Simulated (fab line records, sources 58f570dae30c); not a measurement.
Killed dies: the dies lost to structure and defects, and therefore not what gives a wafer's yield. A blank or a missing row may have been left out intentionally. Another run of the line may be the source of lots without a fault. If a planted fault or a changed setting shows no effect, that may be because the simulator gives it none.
A lot that was struck, set against a sound lot / flow berkeley cmos170 / 26 steps out of a route of 331
Sound: wafers L545.3, L545.5, L545.6. Wafers L553.4, L553.5, L553.6 were the ones struck. The cause is named last.
Order at every step that has rows: each side's tool, ch and its chambers, its first start. Under that, the readings that differ: sound wafers / struck wafers / difference of the means / sigmas: that difference in standard deviations of wafers without a fault.
alike: same words and numbers on both sides, and readings whose means sit less than 2 such deviations apart. not compared: any withheld reading, any reading some wafer has no value for, any bound like >300 that may hide the same value, and any number with overlapping values for which the record gives no deviation.
A row with sigmas, a row that says differs or no value, or rows on one side alone: a step with any of these is where the two part. Non-overlapping numbers with no deviation appear without sigmas and do not part them. A reading missing from all wafers of one side parts the sides only when that side holds two or more wafers.

first, 5 steps without rows for these wafers: UCB170_CONTACT_COAT_10 (resist thk 900 nm); UCB170_CONTACT_SOFTBAKE_11 (time 60 s); UCB170_CONTACT_EXPOSE_12 (exposes mask CONT, target cd 700 nm); UCB170_CONTACT_PEB_13; UCB170_CONTACT_DEVELOP_14 (develop time 45 s).
UCB170_CONTACT_CD_MEAS_15 targets a cd of 700 nm.
  sound on cd sem-02, day 7 19:22; struck on cd sem-01, day 8 16:13
  alike: cd nm
UCB170_CONTACT_OVL_MEAS_16:
  sound on overlay-02, day 7 19:28; struck on overlay-02, day 8 16:17
reading=CONTACT_OVL (nm); sound=0 -10 -3; struck=2 4 14; difference=+11; sigmas=+2
UCB170_CONTACT_ETCH_17: etches BARC in N2/H2.
  sound on rie diel-04 ch 0,2,3, day 7 19:29; struck on rie diel-02 ch 0,1,3, day 8 16:19
  alike: chamber pressure mTorr, drypump motor current A, oes product au, throttle valve pct
UCB170_CONTACT_ETCH_18: etches PSG in CHF3/CF4/Ar, stops on TiSi2, target depth 840 nm, time 195 s.
  sound: rie diel-04 ch 0,2,3; struck: rie diel-02 ch 0,1,3
  alike: cf4 flow sccm, chamber pressure mTorr, drypump motor current A, oes product au, throttle valve pct
  not compared: rf hours counter h
UCB170_CONTACT_STRIP_19: strips in O2.
  sound on plasma asher-02 ch 0,1, day 7 19:41; struck on plasma asher-03 ch 0,1, day 8 16:31
  alike: chamber pressure mTorr, drypump motor current A, oes product au
  not compared: rf hours counter h
UCB170_CONTACT_CD_MEAS_90 targets a cd of 700 nm.
  sound on cd sem-01, day 7 19:47; struck on cd sem-01, day 8 16:38
  alike: cd nm
then, 1 step without rows for these wafers: UCB170_CONTACT_CLEAN_20 (cleans in SPM, time 600 s).
UCB170_M1_SPUTTER_00: material Al, target thk 600 nm, time 80 s.
  sound on pvd sputter-04, day 7 20:04; struck on pvd sputter-04, day 8 17:05
reading=cathode dc power W (W); sound=5998.8 5999.1 6000.3; struck=9272.3 9271.2 9270.6; difference=+3272.0; sigmas=+99 or more
reading=model.Al_of_M1_SPUTTER_00.thk nm (nm); sound=610 603.7 603; struck=932.2 940.7 933.4; difference=+329.9; sigmas=
  alike: throttle valve pct
UCB170_M1_RS_MEAS_01: the measuring method here is four-point-probe.
  sound on film metro-03, day 7 20:10; struck on film metro-01, day 8 17:12
reading=M1_AL_RS (ohm/sq); sound=0.0478 0.0482 0.0481; struck=0.0310 0.0307 0.0309; difference=-0.0172; sigmas=-32
UCB170_M1_THK_MEAS_02: measures by xrf.
  sound on film metro-03, day 7 20:16; struck on film metro-01, day 8 17:17
reading=M1_AL_THK (nm); sound=602 596 595; struck=923 926 922; difference=+326; sigmas=+45
then, 6 steps without rows for these wafers: UCB170_M1_COAT_03; UCB170_M1_COAT_04 (resist thk 900 nm); UCB170_M1_SOFTBAKE_05 (time 60 s); UCB170_M1_EXPOSE_06 (exposes mask METAL1, target cd 700 nm); UCB170_M1_PEB_07; UCB170_M1_DEVELOP_08 (develop time 45 s).
UCB170_M1_CD_MEAS_09 targets a cd of 700 nm.
  sound on cd sem-02, day 7 21:36; struck on cd sem-02, day 8 19:53
  alike: cd nm
UCB170_M1_OVL_MEAS_10:
  sound on overlay-01, day 7 21:41; struck on overlay-02, day 8 19:58
  alike: M1_OVL
UCB170_M1_ETCH_11: etches BARC in N2/H2.
  sound on rie diel-02 ch 0,2,3, day 7 21:43; struck on rie diel-03 ch 0,1, day 8 19:59
  alike: chamber pressure mTorr, drypump motor current A, oes product au, throttle valve pct
UCB170_M1_METAL_ETCH_12: etches Al in Cl2/BCl3, stops on PSG, target depth 780 nm, time 130 s.
  sound on rie metal-04 ch 0,1, day 7 21:48; struck on rie metal-03 ch 0,1, day 8 20:04
reading=oes product au (a.u.); sound=0.853 0.869 0.858; struck=0.986 0.957 0.994; difference=+0.119; sigmas=+8
  alike: chamber pressure mTorr, drypump motor current A, throttle valve pct
  not compared: rf hours counter h
UCB170_M1_STRIP_13: strips in O2.
  sound on plasma asher-04 ch 0,1, day 7 21:56; struck on plasma asher-03 ch 0,1, day 8 20:11
reading=oes product au (a.u.); sound=0.716 0.716 0.719; struck=0.717 0.732 0.730; difference=+0.009; sigmas=+2
  alike: chamber pressure mTorr, drypump motor current A
  not compared: rf hours counter h

## WHERE THEY PART
Last at UCB170_M1_STRIP_13 as far as this record goes, first at UCB170_CONTACT_OVL_MEAS_16.

WHY: the cause the simulator had injected
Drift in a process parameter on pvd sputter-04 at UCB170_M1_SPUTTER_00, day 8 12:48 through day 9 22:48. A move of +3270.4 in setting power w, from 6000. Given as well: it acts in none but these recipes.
